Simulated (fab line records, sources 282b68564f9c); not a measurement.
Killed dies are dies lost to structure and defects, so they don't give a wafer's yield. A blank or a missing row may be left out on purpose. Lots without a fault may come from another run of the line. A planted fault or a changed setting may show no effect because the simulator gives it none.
Split-lot experiment | flow rit_cmos | 5 lots, 23 wafers read, on a route of 202 steps

THE SPLIT
At RIT_PSD_COAT_01 (resist thk 1000 nm), the setting spin_rpm was moved away from the recipe's 3250 rpm on 5 of the 23 wafers read, by -5.4% to +7.0%. The other wafers ran this setting at the recipe's value.

FROM THE SPLIT TO THE READING: what the file shows between them, 3 steps
- RIT_PSD_SOFTBAKE_02: time 60 s
- RIT_PSD_EXPOSE_03: exposes mask M10, target cd 40900 nm
- RIT_PSD_DEVELOP_05: develop time 50 s

THE READING
NOVOLAK_of_PSD_COAT_01.thk_nm (the simulator's own value, which no gauge read), in nm, at RIT_PSD_HARDBAKE_07 (time 60 s). The file gives no usual value for it. The 18 wafers here that ran the recipe average 883.9 nm, standard deviation 2.8 nm.

wafer  | tool, chamber at the split | spin_rpm as run, rpm | against the recipe | NOVOLAK_of_PSD_COAT_01.thk_nm, nm | against lot-mates on the recipe
L074.1 | litho_track-03, 0          | 3073                 | -5.4%              | 910.1                             | +22.0
L074.2 | litho_track-03, 0          | 3250                 | recipe             | 887.3                             | -
L074.3 | litho_track-03, 0          | 3073                 | -5.4%              | 912.8                             | +24.6
L074.4 | litho_track-03, 0          | 3250                 | recipe             | 889                               | -
L074.5 | litho_track-03, 0          | 3073                 | -5.4%              | 911.6                             | +23.5
L075.1 | litho_track-02, 0          | 3250                 | recipe             | 885.3                             | -
L075.2 | litho_track-02, 0          | 3250                 | recipe             | 883.8                             | -
L075.6 | litho_track-02, 0          | 3250                 | recipe             | 883.8                             | -
L075.4 | litho_track-02, 0          | 3250                 | recipe             | 884.3                             | -
L075.5 | litho_track-02, 0          | 3250                 | recipe             | 883                               | -
L076.2 | litho_track-01, 0          | 3250                 | recipe             | 881.2                             | -
L076.3 | litho_track-01, 0          | 3250                 | recipe             | 880.8                             | -
L076.4 | litho_track-01, 0          | 3250                 | recipe             | 880.7                             | -
L076.5 | litho_track-01, 0          | 3250                 | recipe             | 878.4                             | -
L076.6 | litho_track-01, 0          | 3250                 | recipe             | 880                               | -
L080.1 | litho_track-02, 0          | 3250                 | recipe             | 887.5                             | -
L080.2 | litho_track-02, 0          | 3250                 | recipe             | 882.6                             | -
L080.4 | litho_track-02, 0          | 3250                 | recipe             | 885.5                             | -
L084.1 | litho_track-02, 0          | 3250                 | recipe             | 885.7                             | -
L084.4 | litho_track-02, 0          | 3250                 | recipe             | 885.7                             | -
L084.2 | litho_track-02, 0          | 3478                 | +7.0%              | 855.6                             | -30.0
L084.5 | litho_track-02, 0          | 3250                 | recipe             | 885.3                             | -
L084.6 | litho_track-02, 0          | 3478                 | +7.0%              | 855.5                             | -30.1

THE FIT
A straight line over all 23 wafers: NOVOLAK_of_PSD_COAT_01.thk_nm changes by -4.52 nm for each +1% of spin_rpm; r = -0.98; the points scatter about the line by 2.9 nm.
The same after taking each lot's own level away (the mean of its wafers on the recipe; 23 wafers): -4.28 nm for each +1%; r = -1.00; scatter 1.1 nm.
On that fit, the largest move of spin_rpm shifts the reading by 30 nm.
The lots' own levels span 880.22 to 888.15 nm, that is 2.9 times the standard deviation above.
So the lot-to-lot level changes the slope little: the two slopes agree.
Check: with one of the wafers moved furthest among these (+7.0%) left out of the fit, the line predicts -30.1 nm for it against its lot-mates. It came out at -30 nm against them.

OTHER SPLITS ON THESE WAFERS
These wafers also went through other splits before the reading. Each is held against what the fit with the lots' levels taken away leaves over:
other split on the same wafers | wafers away from the commonest value | r with NOVOLAK_of_PSD_COAT_01.thk_nm (lot level and that fit taken away)
RIT_GATE_STRIP_20 o2_flow_sccm | 8                                    | +0.04
RIT_NLDD_COAT_01 spin_rpm      | 6                                    | +0.12
RIT_NLDD_HARDBAKE_07 temp_c    | 8                                    | -0.17
RIT_PLDD_SOFTBAKE_02 temp_c    | 10                                   | +0.02
RIT_PLDD_IMPLANT_08 energy_kev | 4                                    | -0.15

THE WHOLE CHAIN: every reading that the file lists as answering this split, in the file's order
step                | what it does       | reading                                                                        | change (the file's fit)              | r (the file's)
RIT_PSD_COAT_01     | resist thk 1000 nm | NOVOLAK_of_PSD_COAT_01.thk_nm (the simulator's own value, which no gauge read) | -4.89 nm for each +1% of the setting | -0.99
RIT_PSD_HARDBAKE_07 | time 60 s          | NOVOLAK_of_PSD_COAT_01.thk_nm (the simulator's own value, which no gauge read) | -4.28 nm for each +1% of the setting | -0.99

THE FILE'S OWN FIT
NOVOLAK_of_PSD_COAT_01.thk_nm changes by -4.28 nm for each +1% of spin_rpm, r = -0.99.
